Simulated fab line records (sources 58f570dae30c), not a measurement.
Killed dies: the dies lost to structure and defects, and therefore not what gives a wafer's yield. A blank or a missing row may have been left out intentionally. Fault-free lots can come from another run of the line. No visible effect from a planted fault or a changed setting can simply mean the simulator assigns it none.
Struck lot and sound lot, side by side / flow berkeleyCmos170 / 15 steps out of a route of 331
Sound: these wafers, L240.3, L240.4, L240.5. Struck: wafer L257.2. (L257.1, L257.3 of the same lot were not struck and are left out.) The cause comes at the end.
Each step with rows lists, per side, the tool, then ch with its chambers, then its first start. Under that, the readings that differ: sound wafers / struck wafers / difference of the means / sigmas: that difference in standard deviations of wafers without a fault.
alike: words and numbers the same on both sides, and readings whose means are apart by under 2 such deviations; not compared: readings that were withheld, readings missing a value for some wafer, numbers with overlapping values and no deviation given by the record, and bounds like >300 which may hide the same value.
Wherever a step has rows on one side only, a row that says differs or no value, or a row with sigmas, the two part there. When numbers do not overlap yet have no deviation, they are printed without sigmas and do not part them. A reading that every wafer of one side lacks parts them only if that side has two wafers or more.

first, 1 step without rows for these wafers: UCB170_PWELL_OXIDATION_02 (target thk 26.4 nm, ox time 1260 s).
UCB170_PWELL_THK_MEAS_03:
  sound on filmMetro-04, day 3 02:08; struck on filmMetro-01, day 6 21:22
  alike: PWELL_OXIDE_THK
then, 2 steps without rows for these wafers: UCB170_PWELL_ANNEAL_04 (time 900 s); UCB170_PWELL_CVD_05 (deposits Si3N4 from SiH2Cl2/NH3, target thk 220 nm, time 3300 s).
UCB170_PWELL_THK_MEAS_06:
  sound on filmMetro-02, day 3 08:48; struck on filmMetro-04, day 7 03:16
  alike: PWELL_NITRIDE_THK
then, 6 steps without rows for these wafers: UCB170_PWELL_HMDS_07 (prime time 60 s); UCB170_PWELL_COAT_08 (resist thk 900 nm); UCB170_PWELL_SOFTBAKE_09 (time 60 s); UCB170_PWELL_EXPOSE_10 (exposes mask PWELL, target cd 3000 nm); UCB170_PWELL_PEB_11; UCB170_PWELL_DEVELOP_12 (develop time 45 s).
UCB170_PWELL_OVL_MEAS_13:
  sound on overlay-02, day 3 10:29; struck on overlay-02, day 7 04:31
  alike: PWELL_OVL
UCB170_PWELL_ETCH_14: etches Si3N4 in CH3F/Ar/O2, stops on SiO2, target depth 242 nm, time 151 s.
  sound on rieDiel-02 ch 1,3, day 3 10:30; struck on rieDiel-02 ch 0, day 7 04:32
reading=model.KrF_of_PWELL_COAT_08.thkNm (nm); sound=719.8 721.3 724.5; struck=713.8; difference=-8.1; sigmas=
reading=model.SiO2_of_PWELL_OXIDATION_02.thkNm (nm); sound=22.03 22.32 22.14; struck=19.88; difference=-2.28; sigmas=
  alike: drypumpMotorCurrentA, mfcArSccm, oesProductAu, throttleValvePct
  not compared: rfHoursCounterH
then, 1 step without rows for these wafers: UCB170_PWELL_IMPLANT_15.
-- the record jumps here: 5 days lie between the struck wafers' starts before and after (it left off in module PWELL and takes up again in module M3, whose first step shown is number 331 of the route) --
UCB170_M3_PROBE_99:
  only the struck wafers here have rows in the record (prober-02, day 11 21:23); the sound ones have none

== WHERE THEY PART ==
Within this record, at UCB170_M3_PROBE_99 only.

WHY: what had been put in by the simulator
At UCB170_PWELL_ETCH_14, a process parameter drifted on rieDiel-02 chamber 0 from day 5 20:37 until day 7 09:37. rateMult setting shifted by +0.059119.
